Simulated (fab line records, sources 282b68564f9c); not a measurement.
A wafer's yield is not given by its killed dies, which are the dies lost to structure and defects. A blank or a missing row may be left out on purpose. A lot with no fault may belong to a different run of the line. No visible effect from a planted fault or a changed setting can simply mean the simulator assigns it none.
fab line records	flow rit_cmos
[record] lots = 5	wafers = 15	last_day = 8
route steps=202 shown GATE@83 REOX@98 NLDD@103 PLDD@114 M1@202
lots that met no fault: taken from a fault-free run of the same line
start_h: hours from the record's opening day to when the first of the lot's shown wafers began	wait_h: hours elapsed since this lot's preceding step	" the same as in the row above	L1.1+2: a single row standing in for several wafers	- value missing, or start not given	* or withheld: withheld	< > ~ a bound
route shown NAME@n: names a module that has steps shown in the file, with the first one's number in the route	usual: mean/standard deviation taken from wafers without a fault	same: alike in all rows	chamber/n: place in a boat	sites: readings site by site	_std_site: the standard deviation of these	_edge_site: mean of outer sites minus mean of inner sites	radius_mm: for every site, how far away it sits from the centre of the wafer	mask NAME#n: copy n	behind: tool/chamber where the wafer was last shaped	hold: cause of the lot's hold/its duration in hours/its outcome	device: names the non-switching transistor (n, p or np)	end of line: the same wafers' tests at the end of the route	a step without rows: its recipe alone	killed: count of dies lost to structure and defects at first sort (not the wafer's yield)	map: per-die view of a wafer (x killed, . not killed, _ where there is no die)
set.NAME: the setting the step ran with; set.NAME@STEP: the setting that earlier step ran with	model.NAME: the simulator's own value behind a step, which no gauge read
lots at selected steps of the route; one table per step, one row per wafer
services: a tool's chamber out of use, with start hour (start_h, from the record's first day; less than 0 if before it), hours out, and reason
[[steps]]
[step RIT_GATE_THK_MEAS_07]
[recipe] reads = SiO2_of_GATE_OXIDATION_05
[usual] GATE_OXIDE_THK = 3.01/0.055
lot.wafer	tool	chamber	start_h	wait_h	GATE_OXIDE_THK[nm]
L791.1	film_metro-02	-	65.56	0.0	2.96
L791.2	"	-	"	"	2.92
L791.3	"	-	"	"	2.94
L792.1	film_metro-04	-	66.88	0.0	2.92
L792.2	"	-	"	"	2.99
L792.6	"	-	"	"	2.90
L808.3	film_metro-02	-	150.06	0.0	3.01
L808.4	"	-	"	"	3.07
L808.5	"	-	"	"	3.05
L809.4	film_metro-04	-	157.44	0.0	3.00
L809.5	"	-	"	"	3.07
L809.6	"	-	"	"	3.05
L810.1	film_metro-04	-	161.98	0.0	3.00
L810.2	"	-	"	"	2.93
L810.4	"	-	"	"	3.03
[step RIT_GATE_CVD_08]
[recipe] material = poly-Si	target_thk_nm = 250	temp_c = 610	precursor = SiH4	time_s = 2220	pressure_mtorr = 300	sih4_flow_sccm = 100
[step RIT_GATE_THK_MEAS_09]
[recipe] reads = poly-Si_of_GATE_CVD_08
[usual] GATE_POLY_THK = 250.1/2.3
lot.wafer	tool	chamber	start_h	wait_h	GATE_POLY_THK[nm]
L791.1	film_metro-03	-	67.24	0.0	249.4
L791.2	"	-	"	"	250.7
L791.3	"	-	"	"	247.4
L792.1	film_metro-04	-	68.56	0.0	249.0
L792.2	"	-	"	"	249.2
L792.6	"	-	"	"	248.1
L808.3	film_metro-02	-	151.74	0.0	253.3
L808.4	"	-	"	"	252.0
L808.5	"	-	"	"	253.8
L809.4	film_metro-03	-	159.11	0.0	252.6
L809.5	"	-	"	"	250.5
L809.6	"	-	"	"	250.5
L810.1	film_metro-03	-	163.65	0.0	250.3
L810.2	"	-	"	"	249.0
L810.4	"	-	"	"	251.3
[step RIT_GATE_HMDS_10]
[recipe] prime_time_s = 60	prime_temp_c = 140
[step RIT_GATE_COAT_11]
[recipe] resist = NOVOLAK	spin_rpm = 4250	resist_thk_nm = 850
[step RIT_GATE_SOFTBAKE_12]
[recipe] resist = NOVOLAK	temp_c = 90	time_s = 60
[step RIT_GATE_EXPOSE_13]
[recipe] mask_id = M6	na = 0.6	source_shape = conventional	sigma_outer = 0.6	target_cd_nm = 150	dose_mj = 380
[step RIT_GATE_PEB_14]
[recipe] resist = NOVOLAK	temp_c = withheld	time_s = withheld
[step RIT_GATE_DEVELOP_15]
[recipe] resist = NOVOLAK	develop_time_s = 50	dev_temp_c = 23
[step RIT_GATE_CD_MEAS_16]
[recipe] target_cd_nm = 150
[usual] cd_nm = 149/3.4
lot.wafer	tool	chamber	start_h	wait_h	cd_nm
L791.1	cd_sem-01	-	68.15	-	150
L791.2	"	-	"	"	150
L791.3	"	-	"	"	151
L792.1	cd_sem-02	-	69.66	-	150
L792.2	"	-	"	"	154
L792.6	"	-	"	"	150
L808.3	cd_sem-02	-	152.80	-	150
L808.4	"	-	"	"	151
L808.5	"	-	"	"	149
L809.4	cd_sem-02	-	160.18	-	154
L809.5	"	-	"	"	153
L809.6	"	-	"	"	153
L810.1	cd_sem-02	-	164.56	-	144
L810.2	"	-	"	"	145
L810.4	"	-	"	"	142
[step RIT_GATE_OVL_MEAS_17]
[usual] GATE_OVL = -0.4/1.5
lot.wafer	tool	chamber	start_h	wait_h	GATE_OVL[nm]
L791.1	overlay-01	-	68.27	0.1	-0.3
L791.2	"	-	"	"	-0.6
L791.3	"	-	"	"	1.5
L792.1	overlay-01	-	69.78	0.1	-1.0
L792.2	"	-	"	"	-3.4
L792.6	"	-	"	"	-3.0
L808.3	overlay-01	-	152.89	0.1	0.1
L808.4	"	-	"	"	-0.7
L808.5	"	-	"	"	-1.3
L809.4	overlay-01	-	160.26	0.1	-1.8
L809.5	"	-	"	"	-1.2
L809.6	"	-	"	"	-1.5
L810.1	overlay-02	-	164.68	0.1	0.3
L810.2	"	-	"	"	1.2
L810.4	"	-	"	"	1.8
[step RIT_GATE_HARDBAKE_18]
[recipe] resist = NOVOLAK	temp_c = 140	time_s = 60
[step RIT_GATE_ETCH_19]
[recipe] chemistry = SF6/CHF3/O2	time_s = 165	SF6_flow_sccm = 30	CHF3_flow_sccm = 30	O2_flow_sccm = 5	target = poly-Si	pressure_mtorr = 40	rf_w = 160	target_depth_a = 3125	over_etch_frac = 0.25	stop_on = SiO2
[usual] drypump_motor_current_A = 5.89/0.3	oes_product_au = 0.852/0.014	throttle_valve_pct = 10.28/0.12
lot.wafer	tool	chamber	start_h	wait_h	drypump_motor_current_A	oes_product_au	rf_hours_counter_h	throttle_valve_pct	model.NOVOLAK_of_GATE_COAT_11.thk_nm	model.GATE.feature_depth_nm	model.etch.depth_nm
L791.1	rie_si-02	1	68.45	0.1	5.55	0.857	2	10.42	665.4	249.2	249.2
L791.2	"	3	"	"	6.22	0.865	41	10.36	667.2	250.7	250.7
L791.3	"	2	"	"	5.99	0.851	27	10.12	666.5	247.5	247.5
L792.1	rie_si-01	0	69.97	0.1	5.34	0.813	142	10.40	669.1	249.2	249.2
L792.2	"	3	"	"	5.79	0.838	2	10.34	672.3	249.1	249.1
L792.6	"	0	"	"	5.29	0.811	-	10.41	669.3	247.9	247.9
L808.3	rie_si-01	1	153.06	0.1	5.83	0.862	140	10.19	670.3	253.2	253.2
L808.4	"	1	"	"	5.82	0.851	-	10.18	667.8	252	252
L808.5	"	3	"	"	5.86	0.859	-	10.33	674	253.8	253.8
L809.4	rie_si-02	1	160.42	0.1	5.58	0.819	2	10.45	688.8	232.7	232.7
L809.5	"	0	"	"	5.88	0.860	-	10.09	665.7	250.6	250.6
L809.6	"	3	"	"	6.22	0.857	-	10.37	668	250.5	250.5
L810.1	rie_si-01	2	164.87	0.1	6.26	0.861	64	10.30	672.8	250.3	250.3
L810.2	"	0	"	"	5.30	0.839	0	10.35	669.9	248.8	248.8
L810.4	"	3	"	"	5.82	0.856	-	10.34	675.7	251.2	251.2
[step RIT_GATE_STRIP_20]
[recipe] chemistry = O2	time_s = 180	resist = NOVOLAK	platen_temp_c = withheld	power_w = 500	pressure_mtorr = 4000	o2_flow_sccm = 4000
[usual] drypump_motor_current_A = 5.8/0.35
lot.wafer	tool	chamber	start_h	wait_h	drypump_motor_current_A	rf_hours_counter_h
L791.1	plasma_asher-02	1	68.56	0.1	5.9	26
L791.2	"	0	"	"	6.2	26
L791.3	"	1	"	"	6.0	-
L792.1	plasma_asher-04	1	70.07	0.1	5.2	42
L792.2	"	0	"	"	5.7	42
L792.6	"	1	"	"	5.2	-
L808.3	plasma_asher-02	1	153.23	0.1	6.0	-
L808.4	"	0	"	"	6.2	-
L808.5	"	1	"	"	6.0	-
L809.4	plasma_asher-03	0	160.59	0.1	5.7	-
L809.5	"	1	"	"	5.7	-
L809.6	"	0	"	"	5.7	-
L810.1	plasma_asher-03	0	164.98	0.1	5.6	54
L810.2	"	1	"	"	5.7	54
L810.4	"	1	"	"	5.7	-
[step RIT_GATE_CD_MEAS_90]
[recipe] target_cd_nm = 150
[usual] cd_nm = 149/3.4
lot.wafer	tool	chamber	start_h	wait_h	cd_nm
L791.1	cd_sem-01	-	68.74	0.1	150
L791.2	"	-	"	"	150
L791.3	"	-	"	"	150
L792.1	cd_sem-02	-	70.25	0.1	151
L792.2	"	-	"	"	154
L792.6	"	-	"	"	150
L808.3	cd_sem-02	-	153.39	0.1	150
L808.4	"	-	"	"	151
L808.5	"	-	"	"	148
L809.4	cd_sem-01	-	160.77	0.1	154
L809.5	"	-	"	"	153
L809.6	"	-	"	"	154
L810.1	cd_sem-02	-	165.15	0.1	144
L810.2	"	-	"	"	145
L810.4	"	-	"	"	142
[step RIT_REOX_CLEAN_00]
[recipe] chemistry = SC1	mix = 3:3:50	time_s = 600	temp_c = 75
[step RIT_REOX_CLEAN_01]
[recipe] chemistry = dHF	dilution = 50:1	time_s = 30
[step RIT_REOX_CLEAN_02]
[recipe] chemistry = SC2	mix = 3:3:50	time_s = 600	temp_c = 75	dry = n2_spin
[step RIT_REOX_OXIDATION_03]
[recipe] temp_c = 900	ambient = O2	target_thk_a = 252	ox_time_s = 5580
[step RIT_REOX_THK_MEAS_04]
[recipe] reads = SiO2_of_REOX_OXIDATION_03
[usual] REOX_OXIDE_THK = 24.9/0.57
lot.wafer	tool	chamber	start_h	wait_h	REOX_OXIDE_THK[nm]
L791.1	film_metro-02	-	72.51	0.0	24.9
L791.2	"	-	"	"	25.4
L791.3	"	-	"	"	24.9
L792.1	film_metro-03	-	74.94	0.0	25.1
L792.2	"	-	"	"	25.5
L792.6	"	-	"	"	24.9
L808.3	film_metro-02	-	159.76	0.0	25.7
L808.4	"	-	"	"	25.7
L808.5	"	-	"	"	25.7
L810.1	film_metro-01	-	168.85	0.0	24.1
L810.2	"	-	"	"	23.4
L810.4	"	-	"	"	23.5
L809.5	film_metro-02	-	168.89	0.0	24.2
L809.6	"	-	"	"	24.4
[step RIT_NLDD_HMDS_00]
[recipe] prime_time_s = 60	prime_temp_c = 140
[step RIT_NLDD_COAT_01]
[recipe] resist = NOVOLAK	spin_rpm = 3250	resist_thk_nm = 1000
[step RIT_NLDD_SOFTBAKE_02]
[recipe] resist = NOVOLAK	temp_c = 90	time_s = 60
[step RIT_NLDD_EXPOSE_03]
[recipe] mask_id = M7	na = 0.57	target_cd_nm = 40700	dose_mj = 250
[step RIT_NLDD_PEB_04]
[recipe] resist = NOVOLAK	temp_c = withheld	time_s = withheld
[step RIT_NLDD_DEVELOP_05]
[recipe] resist = NOVOLAK	develop_time_s = 50	dev_temp_c = 23
[step RIT_NLDD_OVL_MEAS_06]
[usual] NLDD_OVL = -0.3/1.4
lot.wafer	tool	chamber	start_h	wait_h	NLDD_OVL[nm]
L791.1	overlay-02	-	73.42	-	0.7
L791.2	"	-	"	"	-0.1
L791.3	"	-	"	"	-1.6
L792.1	overlay-02	-	75.99	-	2.5
L792.2	"	-	"	"	0.0
L792.6	"	-	"	"	1.6
L808.3	overlay-01	-	160.66	-	-0.8
L808.4	"	-	"	"	0.7
L808.5	"	-	"	"	0.9
L809.5	overlay-01	-	169.78	-	-0.5
L809.6	"	-	"	"	-4.0
L810.1	overlay-02	-	170.00	-	0.9
L810.2	"	-	"	"	-0.3
L810.4	"	-	"	"	0.0
[step RIT_NLDD_HARDBAKE_07]
[recipe] resist = NOVOLAK	temp_c = 140	time_s = 60
[step RIT_NLDD_IMPLANT_08]
[recipe] species = P	energy_kev = 20	dose_cm2 = 5e+14	tilt_deg = 7
[step RIT_NLDD_STRIP_09]
[recipe] chemistry = O2	time_s = 180	resist = NOVOLAK	platen_temp_c = withheld	power_w = 500	pressure_mtorr = 4000	o2_flow_sccm = 4000
[usual] drypump_motor_current_A = 5.88/0.23
lot.wafer	tool	chamber	start_h	wait_h	drypump_motor_current_A	rf_hours_counter_h
L791.1	plasma_asher-02	1	73.75	0.1	5.99	27
L791.2	"	0	"	"	6.25	27
L791.3	"	1	"	"	5.99	-
L792.1	plasma_asher-03	1	76.33	0.1	5.73	45
L792.2	"	0	"	"	5.67	45
L792.6	"	0	"	"	5.67	-
L808.3	plasma_asher-01	0	161.05	0.1	5.65	-
L808.4	"	1	"	"	5.72	-
L808.5	"	1	"	"	5.71	-
L809.5	plasma_asher-02	0	170.21	0.1	6.26	-
L809.6	"	1	"	"	5.97	-
L810.1	plasma_asher-03	0	170.34	0.1	5.67	54
L810.2	"	1	"	"	5.73	54
L810.4	"	0	"	"	5.66	-
[step RIT_NLDD_TW_MEAS_10]
[usual] NLDD_TW = 2471/11
lot.wafer	tool	chamber	start_h	wait_h	NLDD_TW
L791.1	film_metro-04	-	73.93	0.1	2467
L791.2	"	-	"	"	2469
L791.3	"	-	"	"	2469
L792.1	film_metro-03	-	76.51	0.1	2455
L792.2	"	-	"	"	2460
L792.6	"	-	"	"	2463
L808.3	film_metro-03	-	161.18	0.1	2480
L808.4	"	-	"	"	2468
L808.5	"	-	"	"	2464
L809.5	film_metro-03	-	170.31	0.0	2472
L809.6	"	-	"	"	2455
L810.1	film_metro-04	-	170.51	0.1	2485
L810.2	"	-	"	"	2481
L810.4	"	-	"	"	2481
[step RIT_PLDD_HMDS_00]
[recipe] prime_time_s = 60	prime_temp_c = 140
[step RIT_PLDD_COAT_01]
[recipe] resist = NOVOLAK	spin_rpm = 3250	resist_thk_nm = 1000
[step RIT_PLDD_SOFTBAKE_02]
[recipe] resist = NOVOLAK	temp_c = 90	time_s = 60
[step RIT_PLDD_EXPOSE_03]
[recipe] mask_id = M8	na = 0.57	target_cd_nm = 40900	dose_mj = 250
[step RIT_PLDD_PEB_04]
[recipe] resist = NOVOLAK	temp_c = withheld	time_s = withheld
[step RIT_PLDD_DEVELOP_05]
[recipe] resist = NOVOLAK	develop_time_s = 50	dev_temp_c = 23
[step RIT_PLDD_OVL_MEAS_06]
[usual] PLDD_OVL = -0.5/1.3
lot.wafer	tool	chamber	start_h	wait_h	PLDD_OVL[nm]
L791.1	overlay-02	-	74.84	-	-2.3
L791.2	"	-	"	"	-3.1
L791.3	"	-	"	"	-0.8
L792.1	overlay-02	-	77.54	-	0.2
L792.2	"	-	"	"	-1.0
L792.6	"	-	"	"	-1.7
L808.3	overlay-01	-	162.21	-	-0.1
L808.4	"	-	"	"	-0.7
L808.5	"	-	"	"	-1.8
L809.5	overlay-02	-	171.21	-	-0.7
L809.6	"	-	"	"	0.0
L810.1	overlay-02	-	171.55	-	1.4
L810.2	"	-	"	"	-1.1
L810.4	"	-	"	"	-0.5
[step RIT_PLDD_HARDBAKE_07]
[recipe] resist = NOVOLAK	temp_c = 140	time_s = 60
[step RIT_PLDD_IMPLANT_08]
[recipe] species = BF2	energy_kev = 20	dose_cm2 = 9e+14	tilt_deg = 7
[step RIT_PLDD_STRIP_09]
[recipe] chemistry = O2	time_s = 180	resist = NOVOLAK	platen_temp_c = withheld	power_w = 500	pressure_mtorr = 4000	o2_flow_sccm = 4000
[usual] drypump_motor_current_A = 5.61/0.2
lot.wafer	tool	chamber	start_h	wait_h	drypump_motor_current_A	rf_hours_counter_h
L791.1	plasma_asher-01	0	75.17	0.1	5.62	42
L791.2	"	1	"	"	5.71	42
L791.3	"	1	"	"	5.72	-
L792.1	plasma_asher-03	0	77.88	0.1	5.68	45
L792.2	"	1	"	"	5.70	45
L792.6	"	1	"	"	5.71	-
L808.3	plasma_asher-03	0	162.59	0.1	5.68	-
L808.4	"	1	"	"	5.74	-
L808.5	"	0	"	"	5.68	-
L809.5	plasma_asher-01	1	171.63	0.1	5.72	-
L809.6	"	0	"	"	5.64	-
L810.1	plasma_asher-03	1	171.88	0.1	5.72	55
L810.2	"	0	"	"	5.66	55
L810.4	"	0	"	"	5.64	-
[step RIT_PLDD_TW_MEAS_10]
[usual] PLDD_TW = 2330/9.3
lot.wafer	tool	chamber	start_h	wait_h	PLDD_TW
L791.1	film_metro-04	-	75.35	0.1	2326
L791.2	"	-	"	"	2323
L791.3	"	-	"	"	2327
L792.1	film_metro-03	-	78.05	0.1	2318
L792.2	"	-	"	"	2314
L792.6	"	-	"	"	2322
L808.3	film_metro-01	-	162.73	0.1	2320
L808.4	"	-	"	"	2347
L808.5	"	-	"	"	2334
L809.5	film_metro-04	-	171.73	0.0	2334
L809.6	"	-	"	"	2333
L810.1	film_metro-03	-	172.06	0.1	2336
L810.2	"	-	"	"	2333
L810.4	"	-	"	"	2335
[step RIT_M1_PROBE_99]
[usual] killed_at_front_end = 7/3	killed_dies = 7/3	killed_on_rim = 2.0/1.3	killed_open = 3.8/2.1	killed_short = 3.6/1.9
[same] gross_dies = 264	killed_at_M0_to_M3 = 0	killed_at_M4_up = 0	killed_at_back_side = 0	killed_at_contacts = 0	killed_at_other = 0
lot.wafer	tool	chamber	start_h	wait_h	killed_at_front_end	killed_dies	killed_on_rim	killed_open	killed_short
L791.1	prober-01	-	89.22	0.1	5	5	0	3	2
L791.2	prober-01	-	89.27	0.1	7	7	4	3	4
L791.3	prober-01	-	89.32	0.2	7	7	2	4	3
L792.1	prober-02	-	91.84	0.1	3	3	0	3	0
L792.2	prober-02	-	91.89	0.1	4	4	2	1	3
L792.6	prober-02	-	92.09	0.2	4	4	1	1	3
L808.3	prober-02	-	176.60	0.2	12	12	0	5	7
L808.4	prober-02	-	176.65	0.2	7	7	2	3	4
L808.5	prober-02	-	176.70	0.2	5	5	3	0	5
L809.4	prober-01	-	185.84	0.2	264	264	70	2	2
L809.5	prober-01	-	185.89	0.2	9	9	6	5	3
L809.6	prober-01	-	185.94	0.2	4	4	2	0	3
L810.1	prober-01	-	187.19	0.1	6	6	1	3	3
L810.2	prober-01	-	187.24	0.1	4	4	1	4	0
L810.4	prober-01	-	187.34	0.2	7	7	1	5	2
// killed by level:class
L791.1 FOX1:geometric_particle:open=1 GATE:geometric_particle:short=1 GATE:geometric_particle:open=1 REOX:geometric_particle:open=1 REOX:geometric_particle:short=1
L791.2 SPACER:geometric_particle:short=2 FOX1:geometric_particle:open=1 FOX1:geometric_particle:short=1 REOX:geometric_particle:open=1 REOX:geometric_particle:short=1 SILICIDE:geometric_particle:open=1
L791.3 FOX1:geometric_particle:open=3 GATE:geometric_particle:short=2 GATE:geometric_particle:open=1 SPACER:geometric_particle:short=1
L792.1 GATE:geometric_particle:open=1 SPACER:geometric_particle:open=1 SILICIDE:geometric_particle:open=1
L792.2 FOX1:geometric_particle:short=2 GATE:geometric_particle:short=1 SILICIDE:geometric_particle:open=1
L792.6 GATE:geometric_particle:short=2 FOX1:geometric_particle:short=1 REOX:geometric_particle:open=1
L808.3 FOX1:geometric_particle:open=2 GATE:geometric_particle:short=2 REOX:geometric_particle:short=2 FOX1:geometric_particle:short=1 GATE:geometric_particle:open=1 REOX:geometric_particle:open=1 SPACER:geometric_particle:open=1 SPACER:geometric_particle:short=1
L808.4 SILICIDE:geometric_particle:short=2 GATE:geometric_particle:short=1 GATE:geometric_particle:open=1 REOX:geometric_particle:open=1 SPACER:geometric_particle:short=1 SILICIDE:geometric_particle:open=1
L808.5 GATE:geometric_particle:short=2 SPACER:geometric_particle:short=2 SILICIDE:geometric_particle:short=1
L809.4 GATE:area_etch=260 FOX1:geometric_particle:open=1 FOX1:geometric_particle:short=1 FOX2:geometric_particle:short=1 REOX:geometric_particle:open=1
L809.5 GATE:geometric_particle:open=2 SILICIDE:geometric_particle:open=2 GATE:geometric_particle:short=1 REOX:geometric_particle:short=1 REOX:geometric_particle:open=1 SILICIDE:geometric_particle:short=1 PSD:coat_microbubble_printed=1
L809.6 GATE:geometric_particle:short=2 FOX1:geometric_particle:short=1 PSD:coat_microbubble_printed=1
L810.1 FOX2:geometric_particle:short=1 GATE:geometric_particle:short=1 GATE:geometric_particle:open=1 REOX:geometric_particle:open=1 SPACER:geometric_particle:short=1 SILICIDE:geometric_particle:open=1
L810.2 GATE:geometric_particle:open=2 REOX:geometric_particle:open=1 SPACER:geometric_particle:open=1
L810.4 REOX:geometric_particle:open=2 SILICIDE:geometric_particle:open=2 GATE:geometric_particle:open=1 GATE:geometric_particle:short=1 REOX:geometric_particle:short=1
// map L809.4 (x killed, . not)
________xxxxxxx_______
_____xxxxxxxxxxxxx____
____xxxxxxxxxxxxxxx___
___xxxxxxxxxxxxxxxxx__
__xxxxxxxxxxxxxxxxxxx_
__xxxxxxxxxxxxxxxxxxx_
_xxxxxxxxxxxxxxxxxxxxx
_xxxxxxxxxxxxxxxxxxxxx
_xxxxxxxxxxxxxxxxxxxxx
_xxxxxxxxxxxxxxxxxxxxx
__xxxxxxxxxxxxxxxxxxx_
__xxxxxxxxxxxxxxxxxxx_
___xxxxxxxxxxxxxxxxx__
____xxxxxxxxxxxxxxx___
_____xxxxxxxxxxxxx____
________xxxxxxx_______
// map L791.2 (x killed, . not)
________......._______
_____..x......x...____
____...............___
___.................__
__......x........x..._
__..............x...._
_.....................
_.....................
_.....................
_.x...................
__..................._
__..................._
___.................__
____...............___
_____.............____
________...x..._______
[[services]]
tool	chamber	start_h	hours	kind
plasma_asher-04	-	63.69	2.8	pm
plasma_asher-01	-	89.30	3.2	repair
rie_si-02	-	97.31	0.2	repair
rie_si-01	0	104.22	7.6	repair
plasma_asher-01	-	108.80	9.0	pm
plasma_asher-01	0	108.80	9.0	vent_cycle
plasma_asher-01	1	108.80	9.0	vent_cycle
plasma_asher-01	0	117.80	-	clean
plasma_asher-01	1	117.80	-	clean
rie_si-01	0	145.50	-	clean
rie_si-01	0	145.50	18.2	scheduled_down
rie_si-01	0	145.50	18.2	vent_cycle
rie_si-01	-	163.52	0.4	repair
rie_si-01	1	163.93	-	clean
rie_si-01	1	163.93	16.1	scheduled_down
rie_si-01	1	163.93	16.1	vent_cycle
rie_si-01	-	166.62	0.1	repair
[[key]]
[first_sign] step = RIT_M1_PROBE_99	reading = killed_at_front_end	direction = up	sigmas = 85	usual = 7	struck = 264
[effect] step = RIT_M1_PROBE_99	reading = killed_dies	direction = up	sigmas = 85	usual = 7	struck = 264
[model_effect] step = RIT_GATE_ETCH_19	value = NOVOLAK_of_GATE_COAT_11.thk_nm	without = 665.7	struck = 688.8
[more_kills_born_at] RIT_GATE_ETCH_19@rie_si-02 = 260
met_at RIT_GATE_ETCH_19
struck_wafers L809.4
later_rows_left_out L809.4
tester_left_out L809
onset_between 68.45 160.42
[fault] kind = process_parameter_drift	tool = rie_si-02	chamber = 1	onset_h = 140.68	steps = RIT_GATE_ETCH_19	channel = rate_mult	offset = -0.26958	shape = step	end_h = 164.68
// tester_left_out: of these lots the tester's yield and bins aren't shown, on N5 and GAA mostly nor the transistor test; their killed dies are dies lost to structure and defects alone, not to doping, threshold or leakage, so they don't give the yield
// later_rows_left_out: the simulator's readings of these wafers behind a module that went badly wrong aren't trusted and aren't shown, but for the sort
